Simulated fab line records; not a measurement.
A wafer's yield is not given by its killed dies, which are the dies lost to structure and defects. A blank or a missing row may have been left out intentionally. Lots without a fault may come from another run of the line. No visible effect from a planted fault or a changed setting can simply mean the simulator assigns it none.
A struck lot beside a sound one / flow ritCmos / 19 out of 202 route steps
Sound: wafers L765.1, L765.2, L765.5. The struck wafers were L774.1, L774.5, L774.6. The cause is named last.
Per side, at each step with rows, come the tool, then ch with its chambers, and then its first start. Under that, the readings that differ: sound wafers / struck wafers / difference of the means / sigmas: that difference in standard deviations of wafers without a fault.
alike: words and numbers the same on both sides, and readings whose means are apart by under 2 such deviations; not compared: readings that were withheld, readings missing a value for some wafer, numbers with overlapping values and no deviation given by the record, and bounds like >300 which may hide the same value.
The two part at a step that has a row with sigmas, a row that says differs or no value, or rows on one side only. Non-overlapping numbers with no deviation appear without sigmas and do not part them. Lack of a reading on every wafer of one side parts them only where that side has two or more wafers.

first, 1 step without rows for these wafers: RIT_CONTACT_HARDBAKE_10 (time 60 s).
RIT_CONTACT_ETCH_11: etches SiO2 in CHF3/CF4/Ar, stops on TiSi2, target depth 480 nm, time 320 s.
  sound on rieDiel-03 ch 2,3, day 3 17:04; struck on rieDiel-01 ch 0,2,3, day 5 11:34
  alike: chamberPressureMTorr, drypumpMotorCurrentA, oesProductAu, throttleValvePct
  not compared: rfHoursCounterH
RIT_CONTACT_STRIP_12: strips in O2, time 180 s.
  sound on plasmaAsher-03 ch 0,1, day 3 17:15; struck on plasmaAsher-03 ch 0,1, day 5 11:45
  alike: chamberPressureMTorr, drypumpMotorCurrentA
  not compared: rfHoursCounterH
RIT_CONTACT_CD_MEAS_90: target cd 1000 nm.
  sound: cdSem-02 at day 3 17:26; struck: cdSem-01 at day 5 11:56
  alike: cdNm
then, 2 steps without rows for these wafers: RIT_CONTACT_CLEAN_13 (cleans in SC1, time 600 s); RIT_CONTACT_CLEAN_14 (cleans in SC2, time 600 s).
RIT_M1_SPUTTER_00: material Al, target thk 400 nm, time 500 s.
  sound: pvdSputter-02 at day 3 17:56; struck: pvdSputter-04 at day 5 12:25
  alike: throttleValvePct
RIT_M1_RS_MEAS_01: a four-point-probe measurement.
  sound: filmMetro-01 at day 3 18:14; struck: filmMetro-02 at day 5 12:43
  alike: M1_AL_RS
RIT_M1_THK_MEAS_02: measures by xrf.
  sound: filmMetro-01 at day 3 18:21; struck: filmMetro-02 at day 5 12:50
  alike: M1_AL_THK
then, 3 steps without rows for these wafers: RIT_M1_HMDS_03 (prime time 60 s); RIT_M1_COAT_04 (resist thk 1300 nm); RIT_M1_SOFTBAKE_05 (time 60 s).
RIT_M1_EXPOSE_06: exposes mask M12, target cd 2600 nm.
  sound on ilineStepper-02 ch 0, day 3 18:52; struck on ilineStepper-02 ch 0, day 5 13:34
reading=model.M1.overlayXNm (nm); sound=-0.4586 -0.4586 -0.4586; struck=772.6 772.6 772.6; difference=+773.1; sigmas=
  alike: mask
then, 2 steps without rows for these wafers: RIT_M1_PEB_07; RIT_M1_DEVELOP_08 (develop time 68 s).
RIT_M1_CD_MEAS_09: target cd 2600 nm.
  sound: cdSem-01 at day 3 19:17; struck: cdSem-02 at day 5 13:59
  alike: cdNm
RIT_M1_OVL_MEAS_10:
  sound: overlay-01 at day 3 19:25; struck: overlay-01 at day 5 14:07
reading=M1_OVL (nm); sound=-2.0 -0.5 -2.0; struck=771.6 773.1 771.8; difference=+773.7; sigmas=+99 or more
then, 1 step without rows for these wafers: RIT_M1_HARDBAKE_11 (time 120 s).
RIT_M1_PROBE_99:
  sound: prober-02 at day 4 01:25; struck: prober-02 at day 5 16:41
reading=model.etest.tester.sortNPass; sound=259 260 260; struck=0 0 0; difference=-260; sigmas=
reading=model.etest.tester.sortYieldPct (%); sound=98.11 98.48 98.48; struck=0 0 0; difference=-98; sigmas=
reading=model.etest.diodePplusComb.overLimit; sound=0 0 0; struck=1 1 1; difference=+1; sigmas=
reading=model.etest.ring.overLimit; sound=0 0 0; struck=1 1 1; difference=+1; sigmas=
reading=model.etest.diodeNplusPwell.overLimit; sound=0 0 0; struck=1 1 1; difference=+1; sigmas=
reading=model.etest.nmosNarrow.overLimit; sound=0 0 0; struck=1 1 1; difference=+1; sigmas=
reading=model.etest.diodePplusNwell.short; sound=0 0 0; struck=1 1 1; difference=+1; sigmas=
reading=model.etest.contactDiodeArray.overLimit; sound=0 0 0; struck=1 1 1; difference=+1; sigmas=
  alike: defectLimitedYield, killedAtFrontEnd, killedDies, killedOpen, killedShort

WHERE THEY PART
RIT_M1_OVL_MEAS_10 only, going by this record. Later steps at which nothing parts them and some readings are alike: RIT_M1_PROBE_99.

WHY: what the simulator had put in
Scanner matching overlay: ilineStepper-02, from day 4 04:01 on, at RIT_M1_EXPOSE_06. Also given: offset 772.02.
